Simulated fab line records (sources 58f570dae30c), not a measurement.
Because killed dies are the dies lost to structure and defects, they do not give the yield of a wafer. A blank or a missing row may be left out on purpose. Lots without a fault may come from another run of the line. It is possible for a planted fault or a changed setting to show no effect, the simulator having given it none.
Split-lot trial | flow berkeley-cmos170 | route with 331 steps; 5 lots, 23 wafers read

## ON THE SPLIT
At UCB170_V2_CVD_00 (deposits SiO2 from TEOS/O2, target thk 2000 nm, time 250 s), the setting time-s was moved away from the recipe's 250 s on 9 of the 23 wafers read, by -11.7% to +13.2%. For the rest of the wafers, this setting stayed at what the recipe calls for.

The file shows no step between the split and the reading.

## THE READING
V2_TEOS_THK in nanometres, read at UCB170_V2_THK_MEAS_01. Typical for fault-free wafers on this fab line: 2006 nm, with standard deviation 23 nm.

wafer  | tool, chamber at the split | time-s as run, s | against the recipe | V2_TEOS_THK, nm | against lot-mates on the recipe
L075.1 | pecvd-01, 0                | 250              | recipe             | 1987            | -
L075.2 | pecvd-01, 2                | 250              | recipe             | 1973            | -
L075.4 | pecvd-01, 2                | 222.4            | -11.0%             | 1802            | -202
L075.5 | pecvd-01, 0                | 222.4            | -11.0%             | 1810            | -194
L075.6 | pecvd-01, 1                | 250              | recipe             | 2053            | -
L076.2 | pecvd-02, 1                | 283.1            | +13.2%             | 2245            | +228
L076.3 | pecvd-02, 2,1              | 250              | recipe             | 1998            | -
L076.4 | pecvd-02, 0                | 283.1            | +13.2%             | 2295            | +278
L076.5 | pecvd-02, 2,1              | 250              | recipe             | 2019            | -
L076.6 | pecvd-02, 2                | 250              | recipe             | 2033            | -
L077.1 | pecvd-01, 1                | 236.2            | -5.5%              | 1923            | -116
L077.2 | pecvd-01, 2,0              | 236.2            | -5.5%              | 1850            | -188
L077.3 | pecvd-01, 2,0              | 236.2            | -5.5%              | 1872            | -166
L077.4 | pecvd-01, 1                | 250              | recipe             | 2049            | -
L077.5 | pecvd-01, 0                | 250              | recipe             | 2028            | -
L083.2 | pecvd-03, 0                | 220.7            | -11.7%             | 1746            | -258
L083.3 | pecvd-03, 1                | 250              | recipe             | 1969            | -
L083.4 | pecvd-03, 0                | 250              | recipe             | 2023            | -
L083.5 | pecvd-03, 2                | 220.7            | -11.7%             | 1754            | -250
L083.6 | pecvd-03, 1                | 250              | recipe             | 2021            | -
L085.3 | pecvd-01, 1                | 250              | recipe             | 2035            | -
L085.4 | pecvd-01, 1                | 250              | recipe             | 2052            | -
L085.5 | pecvd-01, 0                | 250              | recipe             | 2013            | -
If several chambers appear in one row, that row covers several wafers at once and the file leaves open which wafer was in which chamber.

THE FIT
A straight line over all 23 wafers: V2_TEOS_THK changes by +20.5 nm for each +1% of time-s; r = +0.98; the points scatter about the line by 29 nm.
The same after taking each lot's own level away (the mean of its wafers on the recipe; 23 wafers): +20.2 nm for each +1%; r = +0.98; scatter 30 nm.
On that fit, the largest move of time-s shifts the reading by 2.7e+02 nm.
Measured against the standard deviation above, the lots' own levels, which go from 2004.3 to 2038.5 nm, span 1.5 times it.
Hence the lot-to-lot level has little effect on the slope; both slopes agree.
Check: for one of the wafers moved furthest among these (+13.2%), held out of the fit, the line's prediction against its lot-mates is +274 nm. It came out at +228 nm against them.

## ADDITIONAL SPLITS CARRIED BY THESE WAFERS
These wafers also went through other splits before the reading. Each is held against what the fit with the lots' levels taken away leaves over:
other split on the same wafers      | wafers away from the commonest value | r with V2_TEOS_THK (lot level and that fit taken away)
UCB170_V1_CMP_02 leave-above-ref-nm | 8                                    | +0.02
UCB170_V1_ETCH_14 rf-w              | 6                                    | -0.28
UCB170_M2_SPUTTER_01 time-s         | 7                                    | +0.15
UCB170_M2_PEB_13 peb-temp-c         | 8                                    | +0.02

## THE WHOLE CHAIN: every reading that the file lists as answering this split, in the file's order
step                  | what it does                                               | reading                                                                   | change (the file's fit)              | r (the file's)
UCB170_V2_CVD_00      | deposits SiO2 from TEOS/O2, target thk 2000 nm, time 250 s | SiO2_of_V2_CVD_00.thk-nm (the simulator's own value, which no gauge read) | +19.4 nm for each +1% of the setting | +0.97
UCB170_V2_THK_MEAS_01 |                                                            | V2_TEOS_THK                                                               | +20.2 for each +1% of the setting    | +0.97

## THE FILE'S OWN FIT
V2_TEOS_THK changes by +20.2 nm for each +1% of time-s, r = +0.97.
